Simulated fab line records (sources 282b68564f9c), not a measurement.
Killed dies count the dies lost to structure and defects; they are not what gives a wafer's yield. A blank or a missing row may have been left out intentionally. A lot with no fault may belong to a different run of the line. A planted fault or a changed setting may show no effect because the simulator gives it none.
One fault through the eyes of 2 desks ; flow ritCmos ; each desk holds nothing but its own numbers, with what lay behind them at the end

## METROLOGY DESK
Means of the sampled wafers that have a number, per lot and without regard to the tool the lot ran on: this is what the gauges read. Marked OUT: a lot whose mean sits more than 4 standard deviations from the usual mean, which makes it out of limits; the brackets give that distance.
Columns: A = M1_AL_THK at RIT_M1_THK_MEAS_02, usual 405 nm; B = M1_OVL at RIT_M1_OVL_MEAS_10, usual -0.1 nm
lot;first seen here;A;B
L165;day 3 16:37;409;0.2
L166;day 3 20:47;409;1.5
L167;day 4 01:50;411;-0.1
L168;day 4 08:08;409;1.1
L169;day 4 14:44;404;-0.7
L170;day 4 17:25;406;1.7
L171;day 4 21:13;405;0.4
L172;day 5 04:19;397;0.8
L173;day 5 05:23;407;-0.4
L178;day 6 03:46;407;-2.9
L180;day 6 16:16;407;-0.8
L184;day 7 06:50;398;0.2
L185;day 7 13:52;405;-0.5
L186;day 7 20:55;400;0.3
This desk found nothing out of limits on any of the 14 lots.

## DESK OF THE TOOL OWNER: lithoTrack-01
At RIT_PSD_HARDBAKE_07 (time 60 s), the tool's own readings, given per lot that ran on this tool as the mean of the sampled wafers with a number. Marked OUT: a lot whose mean sits more than 4 standard deviations from the usual mean, which makes it out of limits; the brackets give that distance.
Columns: A = heaterPowerTotalW at RIT_PSD_HARDBAKE_07, usual 62.55 W; B = plateTempC at RIT_PSD_HARDBAKE_07, usual 140.01 C
lot;first seen here;A;B
L165;day 3 11:28;62.54;140.09
L169;day 4 10:01;62.55;139.90
L171;day 4 16:27;62.53;139.99
L172;day 4 23:45;62.52;140.03
L173;day 5 00:46;61.19 (-28) OUT;137.52 (-19) OUT
L180;day 6 11:33;61.16 (-28) OUT;137.64 (-18) OUT
This desk's verdict: out of limits on L173, L180, starting with L173 at day 5 00:46 (heaterPowerTotalW at RIT_PSD_HARDBAKE_07). In limits: L165, L169, L171, L172.

## PUT TOGETHER
The tool owner's desk could have raised an alarm at day 5 00:46, on L173, L180.
At the metrology desk, nothing out of limits was observed.
The metrology desk holds a record of L173, L180, inside its limits.
Every lot named ran RIT_PSD_HARDBAKE_07 on lithoTrack-01.

## WHAT HAD BEEN PUT IN BY THE SIMULATOR
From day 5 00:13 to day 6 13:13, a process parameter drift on lithoTrack-01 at RIT_PSD_HARDBAKE_07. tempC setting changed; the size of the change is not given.
Shown lots that were struck: L173, L180.
Each desk's first reading out of limits, in hours after the fault started: the tool owner's desk, 1.
